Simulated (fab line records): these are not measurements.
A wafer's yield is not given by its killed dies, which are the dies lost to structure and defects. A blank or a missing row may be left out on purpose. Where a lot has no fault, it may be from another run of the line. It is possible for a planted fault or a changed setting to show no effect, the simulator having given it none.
A lot that was struck, set against a sound lot | flow rit_cmos | 17 steps out of a route of 202
Sound: these wafers, L956.1, L956.3, L956.6. Wafers L949.2, L949.5, L949.6 were the ones struck. Last of all comes the cause.
Order at every step that has rows: each side's tool, ch and its chambers, its first start. Under that, the readings that differ: sound wafers | struck wafers | difference of the means | sigmas: that difference in standard deviations of wafers without a fault.
alike: readings with means less than 2 such deviations apart, plus words and numbers identical on both sides. not compared: withheld readings, readings lacking a value on some wafer, bounds such as >300 that could conceal the same value, and numbers that have no deviation in the record and whose values overlap.
A row with sigmas, a row that says differs or no value, or rows on one side alone: a step with any of these is where the two part. Numbers that have no deviation but don't overlap get no sigmas and don't part them. A reading missing from all wafers of one side parts the sides only when that side holds two or more wafers.

RIT_PWELL_TW_MEAS_10:
  struck on film_metro-01, day 2 23:40; sound on film_metro-04, day 4 10:31
  alike: PWELL_TW
then, 1 step without rows for these wafers: RIT_WELLDRIVE_ANNEAL_00 (time 14700 s).
RIT_WELLDRIVE_RS_MEAS_01: measurement is done with a four-point probe.
  struck on film_metro-04, day 3 05:35; sound on film_metro-01, day 4 15:42
  alike: NWELL_RS
RIT_WELLDRIVE_RS_MEAS_02: measurement is done with a four-point probe.
  struck on film_metro-04, day 3 05:42; sound on film_metro-01, day 4 15:49
  alike: PWELL_RS
then, 6 steps without rows for these wafers: RIT_NRETRO_HMDS_00 (prime time 60 s); RIT_NRETRO_COAT_01 (resist thk 1300 nm); RIT_NRETRO_SOFTBAKE_02 (time 60 s); RIT_NRETRO_EXPOSE_03 (exposes mask M4, target cd 43900 nm); RIT_NRETRO_PEB_04; RIT_NRETRO_DEVELOP_05 (develop time 68 s).
RIT_NRETRO_OVL_MEAS_06:
  struck on overlay-02, day 3 06:41; sound on overlay-01, day 4 16:49
  reading         | sound          | struck      | difference | sigmas
  NRETRO_OVL (nm) | -1.1 -2.5 -1.4 | 1.2 2.4 2.4 | +3.7       | +2
then, 1 step without rows for these wafers: RIT_NRETRO_HARDBAKE_07 (time 120 s).
RIT_NRETRO_IMPLANT_08:
  sound on implanter-03 ch 0, day 4 17:07; struck on implanter-02 ch 0, day 3 06:59
  reading            | sound                          | struck                           | difference  | sigmas
  dose_ions_cm2      | 1.0008e+13 9.993e+12 9.999e+12 | 1.1543e+13 1.1549e+13 1.1556e+13 | +1.5493e+12 | +99 or more
  faraday_current_uA | 31.2 31.5 32.2                 | 38.1 36.0 36.4                   | +5.2        | +8
RIT_NRETRO_STRIP_09: strips in O2, time 180 s.
  sound on plasma_asher-04 ch 0,1, day 4 17:16; struck on plasma_asher-04 ch 0,1, day 3 07:07
  alike: drypump_motor_current_A
  not compared: rf_hours_counter_h
RIT_NRETRO_TW_MEAS_10:
  struck on film_metro-03, day 3 07:18; sound on film_metro-04, day 4 17:26
  reading   | sound          | struck         | difference | sigmas
  NRETRO_TW | 1049 1051 1048 | 1094 1099 1097 | +47        | +9
then, 1 step without rows for these wafers: RIT_PRETRO_HMDS_00 (prime time 60 s).
RIT_M1_PROBE_99:
  struck on prober-02, day 4 13:26; sound on prober-01, day 5 20:02
  reading                                 | sound               | struck               | difference | sigmas
  killed_at_M0_to_M3                      | 0 0 0               | 0 0 1                | +0         | +2
  model.etest.pmos_narrow.drive_ua_um     | 101.9 100.4 99.53   | 93.42 96.32 94.21    | -5.96      |
  model.etest.pmos_0p3.drive_ua_um        | 101.3 99.46 97.41   | 92.25 94.95 91.9     | -6.36      |
  model.etest.well_edge_right.line_ohm_um | 185.6 183.7 184.8   | 180.9 181.3 179.2    | -4.2       |
  model.etest.well_edge_left.line_ohm_um  | 183.7 182.4 182.2   | 180.3 179.7 179.9    | -2.8       |
  model.etest.pmos_0p15.off_log10_a_um    | -10.6 -10.32 -10.68 | -11.2 -10.73 -11.08  | -0.5       |
  model.etest.pmos_narrow.off_log10_a_um  | -12.91 -12.91 -12.8 | -13.01 -13.01 -12.98 | -0.13      |
  model.etest.cap_p_gate.c_min_ff_um2     | 2.322 2.319 2.334   | 2.344 2.37 2.349     | +0.029     |
  alike: killed_at_contacts, killed_at_front_end, killed_dies, killed_on_rim, killed_open, killed_short
  not compared: model.etest.retro_edge_pmos.off_log10_a_um

WHERE THEY PART
Earliest at RIT_NRETRO_OVL_MEAS_06; latest, in this record, at RIT_M1_PROBE_99.

WHY: the cause the simulator had injected
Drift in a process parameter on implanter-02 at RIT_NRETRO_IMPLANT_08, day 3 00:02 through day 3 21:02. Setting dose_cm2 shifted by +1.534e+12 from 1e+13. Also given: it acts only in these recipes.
